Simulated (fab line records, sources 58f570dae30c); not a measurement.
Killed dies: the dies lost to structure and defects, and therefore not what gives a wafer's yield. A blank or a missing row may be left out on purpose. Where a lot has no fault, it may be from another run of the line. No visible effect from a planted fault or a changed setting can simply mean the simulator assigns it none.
2 desks looking at one fault | flow berkeley_cmos170 | only its own numbers are on each desk; what lay behind them is given at the end

== AT THE TOOL OWNER'S DESK: rie_metal-03 ==
The tool's own readings at UCB170_M1_METAL_ETCH_12 (etches Al in Cl2/BCl3, stops on PSG, target depth 780 nm, time 130 s): means of the sampled wafers that have a number, for each lot that ran on this tool. Marked OUT: a lot whose mean sits more than 4 standard deviations from the usual mean, which makes it out of limits; the brackets give that distance.
Columns: A = bcl3_flow_sccm at UCB170_M1_METAL_ETCH_12, usual 44.99 sccm; B = bias_w at UCB170_M1_METAL_ETCH_12, usual 120.0 W; C = drypump_motor_current_A at UCB170_M1_METAL_ETCH_12, usual 5.5 A; D = oes_product_au at UCB170_M1_METAL_ETCH_12, usual 0.860 a.u.; E = run_length_s at UCB170_M1_METAL_ETCH_12, usual 158.5 s; F = throttle_valve_pct at UCB170_M1_METAL_ETCH_12, usual 24.43 %
lot  | first seen here | A     | B     | C   | D                | E               | F
L922 | day 7 02:25     | 44.88 | 120.0 | 5.7 | 0.877            | 158.0           | 24.24
L928 | day 8 04:59     | 45.07 | 120.4 | 5.7 | 0.877            | 158.2           | 24.35
L936 | day 9 22:20     | 45.10 | 120.2 | 5.7 | 0.736 (-8.9) OUT | 210.1 (+58) OUT | 24.41
L937 | day 10 21:58    | 45.02 | 119.9 | 5.7 | 0.733 (-9.1) OUT | 210.1 (+58) OUT | 24.43
This desk's verdict: out of limits on L936, L937, starting with L936 at day 9 22:20 (oes_product_au at UCB170_M1_METAL_ETCH_12). Within limits: L922, L928.

== METROLOGY DESK ==
What the gauges read, lot by lot, whatever tool the lot ran on: means of the sampled wafers that have a number. Marked OUT: a lot whose mean sits more than 4 standard deviations from the usual mean, which makes it out of limits; the brackets give that distance.
Columns: A = PSD_TW at UCB170_PSD_TW_MEAS_10, usual 2321; B = cd_nm at UCB170_M1_CD_MEAS_90, usual 700.5 nm; C = M2_AL_THK at UCB170_M2_THK_MEAS_03, usual 905 nm
lot  | first seen here | A    | B                | C
L923 | day 6 14:55     | 2308 | 695.8            | 921
L922 | day 6 15:21     | 2331 | 701.4            | 917
L926 | day 7 17:55     | 2316 | 698.6            | 891
L928 | day 7 18:18     | 2306 | 700.9            | 920
L930 | day 8 11:50     | 2322 | 699.0            | 897
L932 | day 9 06:29     | 2346 | 699.2            | 911
L936 | day 9 10:26     | 2332 | 685.5 (-6.5) OUT | 892
L935 | day 9 10:40     | 2310 | 698.2            | 891
L939 | day 10 04:28    | 2317 | 701.8            | 907
L938 | day 10 05:12    | 2329 | 700.5            | 913
L937 | day 10 05:38    | 2326 | 689.8 (-4.7) OUT | 898
L943 | day 11 00:43    | 2332 | 701.5            | 900
L945 | day 11 00:52    | 2323 | 700.4            | 895
L941 | day 11 01:08    | 2311 | 698.3            | 894
This desk's verdict: out of limits on L936, L937, starting with L936 at day 9 22:35 (cd_nm at UCB170_M1_CD_MEAS_90). Within limits: L923, L922, L926, L928, L930, L932, L935, L939, L938, L943, L945, L941.

== TAKEN TOGETHER ==
At day 9 22:20, on L936, L937, the tool owner's desk was in a position to raise an alarm.
Metrology desk: alarm possible at day 9 22:35 on L936, L937.
Every lot named ran UCB170_M1_METAL_ETCH_12 on rie_metal-03.

== WHAT THE SIMULATOR PUT IN ==
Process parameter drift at UCB170_M1_METAL_ETCH_12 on rie_metal-03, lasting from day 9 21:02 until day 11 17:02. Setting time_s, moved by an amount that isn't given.
Shown lots that were struck: L936, L937.
Counting hours from when the fault started, the first reading out of limits came at 1 for the tool owner's desk and at 2 for the metrology desk.
